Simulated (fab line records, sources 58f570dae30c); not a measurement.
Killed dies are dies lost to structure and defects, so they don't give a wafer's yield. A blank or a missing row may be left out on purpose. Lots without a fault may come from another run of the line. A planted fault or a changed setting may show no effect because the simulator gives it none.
Problem report in the 8D (eight disciplines) form, filled by code | flow berkeley_cmos170 | the parts of the form that need people (team, actions taken, sign-off) are left out

1. THE PROBLEM
beam_energy_keV at UCB170_PLDD_IMPLANT_08 reads a mean of 9.1319 on 9 wafers of 3 lots; wafers without a fault read 9.9993 with a standard deviation of 0.0025. That is -99 or more standard deviations from the usual mean.
First seen on wafer L618.1, day 9 21:26, on implanter-03. The record holds 45 wafers of 15 lots with a number at this step. Rule for "out", or "out of limits": more than 4 standard deviations from the usual mean. The other wafers with a number count as sound.

2. WHAT IT IS AND WHAT IT IS NOT
question                    | is                     | is not
which readings at this step | beam_energy_keV        | -
which lots                  | L618, L620, L621       | L609, L610, L612, L614, L615, L617, L622, L625, L626, L627, L628, L630
which wafers of those lots  | all that have a number | -
read on which tools         | implanter-03           | implanter-01, implanter-02
when                        | from day 9 21:26       | up to then (18 sound wafers); but 18 sound wafers of L622, L625, L626, L627, L628, L630 came after

3. SUSPECTS, AND WHAT RULES EACH OUT
Counting: a tool at a process step up to the reading stays a suspect if it ran every lot that is out and no sound lot after the first of them.
- implanter-03 at UCB170_PLDD_IMPLANT_08: kept. It ran every lot that is out, first L618 (day 9 21:26), and no sound lot after that; its last sound lot up to then is L615 (day 9 09:15). Its own readings are out on those wafers: beam_energy_keV.
Left after counting: implanter-03 at UCB170_PLDD_IMPLANT_08.

4. THE CAUSE (what the simulator had put in)
Process parameter drift: implanter-03, from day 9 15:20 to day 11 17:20, at UCB170_PLDD_IMPLANT_08. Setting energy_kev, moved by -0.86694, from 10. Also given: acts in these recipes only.
Counting left only this tool.

5. THE CHAIN OF EFFECTS, in route order
Each row: a reading whose mean over the struck wafers that have a number lies more than 3 standard deviations from the usual. Only readings for which the record gives a usual standard deviation are gone through. hours: the time from each lot's start at the first step in this table that gives one to its start at this step, as a median over the lots. sigmas: the change in usual standard deviations.
hours | step                   | reading            | usual  | on struck wafers | change  | sigmas
0     | UCB170_PLDD_IMPLANT_08 | beam_energy_keV    | 9.9993 | 9.1319           | -0.8674 | -99 or more
0     | UCB170_PLDD_IMPLANT_08 | beam_on_s          | 10.4 s | 12.8             | +2.4    | +4.0
0     | UCB170_PLDD_IMPLANT_08 | faraday_current_uA | 152    | 124              | -28     | -3.3
The process steps in it:
- UCB170_PLDD_IMPLANT_08
Later measuring or inspecting steps at which every struck wafer that the step has a row for has a number for every such reading, and none has moved that far: UCB170_CONTACT_CD_MEAS_90.

6. WHAT WOULD HAVE CAUGHT IT SOONER
In this record the first reading out of limits was taken at day 9 21:26, 6 hours after the fault began at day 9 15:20.
